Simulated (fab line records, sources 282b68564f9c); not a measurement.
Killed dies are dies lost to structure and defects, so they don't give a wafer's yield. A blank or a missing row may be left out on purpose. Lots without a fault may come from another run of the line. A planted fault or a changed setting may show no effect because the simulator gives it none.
A struck lot beside a sound one | flow rit_cmos | 16 steps out of a route of 202
Sound: wafers L206.3, L206.4, L206.5. Struck: wafers L200.1, L200.3, L200.5. The cause comes at the end.
At each step with rows: each side's tool, then ch and its chambers, then its first start. Under that, the readings that differ: sound wafers | struck wafers | difference of the means | sigmas: that difference in standard deviations of wafers without a fault.
alike: readings whose means differ by less than 2 such deviations, and words and numbers that are the same on both sides. not compared: withheld readings, readings that some wafer has no value for, bounds like >300 that may hide the same value, and numbers for which the record gives no deviation and whose values overlap.
The two part at a step that has a row with sigmas, a row that says differs or no value, or rows on one side only. Numbers that don't overlap but have no deviation are shown without sigmas and don't part them. A reading that every wafer of one side lacks parts them only if that side has two wafers or more.

RIT_ACTIVE_BOW_MEAS_00:
  sound on film_metro-01, day 5 04:02; struck on film_metro-01, day 3 22:00
  alike: INCOMING_BOW
then, 1 step without rows for these wafers: RIT_ACTIVE_OXIDATION_01 (target thk 46.8 nm, ox time 3360 s).
RIT_ACTIVE_THK_MEAS_02:
  sound on film_metro-01, day 5 06:08; struck on film_metro-04, day 4 01:05
  alike: ACTIVE_OXIDE_THK
then, 1 step without rows for these wafers: RIT_ACTIVE_CVD_03 (deposits Si3N4 from SiH2Cl2/NH3, target thk 150 nm, time 1500 s).
RIT_ACTIVE_THK_MEAS_04:
  sound on film_metro-01, day 5 07:37; struck on film_metro-04, day 4 02:34
  alike: ACTIVE_NITRIDE_THK
then, 1 step without rows for these wafers: RIT_ACTIVE_HMDS_05 (prime time 60 s).
RIT_ACTIVE_COAT_06: resist thk 1000 nm.
  sound on litho_track-04 ch 0, day 5 07:52; struck on litho_track-01 ch 0, day 4 02:53
  reading                                     | sound                | struck               | difference | sigmas
  dispense_pressure_kPa (kPa)                 | 42 42 42             | 54 53 54             | +12        | +2
  spin_speed_rpm (rpm)                        | 3251.8 3249.9 3252.5 | 3148.0 3150.9 3147.9 | -102.5     | -41
  model.NOVOLAK_of_ACTIVE_COAT_06.thk_nm (nm) | 1007 1007 1006       | 1018 1020 1021       | +13        |
  alike: chill_plate_temp_C, exhaust_pa
then, 4 steps without rows for these wafers: RIT_ACTIVE_SOFTBAKE_07 (time 60 s); RIT_ACTIVE_EXPOSE_08 (exposes mask M1, target cd 1400 nm); RIT_ACTIVE_PEB_09; RIT_ACTIVE_DEVELOP_10 (develop time 50 s).
RIT_ACTIVE_CD_MEAS_11: target cd 1400 nm.
  sound on cd_sem-01, day 5 08:33; struck on cd_sem-02, day 4 03:46
  reading    | sound                | struck               | difference | sigmas
  cd_nm (nm) | 1400.9 1400.2 1398.6 | 1406.0 1408.0 1406.3 | +6.9       | +3
then, 1 step without rows for these wafers: RIT_ACTIVE_HARDBAKE_12 (time 60 s).
RIT_ACTIVE_ETCH_13: etches Si3N4 in SF6, stops on SiO2, time 210 s, target depth 210 nm.
  sound on rie_diel-01 ch 0,1,3, day 5 08:47; struck on rie_diel-04 ch 0,3, day 4 04:02
  alike: drypump_motor_current_A, oes_product_au, throttle_valve_pct
  not compared: rf_hours_counter_h, model.NOVOLAK_of_ACTIVE_COAT_06.thk_nm
RIT_ACTIVE_STRIP_14: strips in O2, time 180 s.
  sound on plasma_asher-04 ch 0,1, day 5 08:58; struck on plasma_asher-02 ch 0,1, day 4 04:10
  alike: drypump_motor_current_A, o2_flow_sccm
  not compared: rf_hours_counter_h
RIT_M1_PROBE_99:
  sound on prober-02, day 7 09:19; struck on prober-02, day 6 02:36
  alike: killed_at_M0_to_M3, killed_at_front_end, killed_dies, killed_open, killed_short

WHERE THEY PART
First at RIT_ACTIVE_COAT_06; last, within this record, at RIT_ACTIVE_CD_MEAS_11. Later steps at which nothing parts them and some readings are alike: RIT_ACTIVE_ETCH_13, RIT_ACTIVE_STRIP_14, RIT_M1_PROBE_99.

WHY: what the simulator had put in
Process parameter drift: litho_track-01, from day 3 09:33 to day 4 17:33, at RIT_ACTIVE_COAT_06. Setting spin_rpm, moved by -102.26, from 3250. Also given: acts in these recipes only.
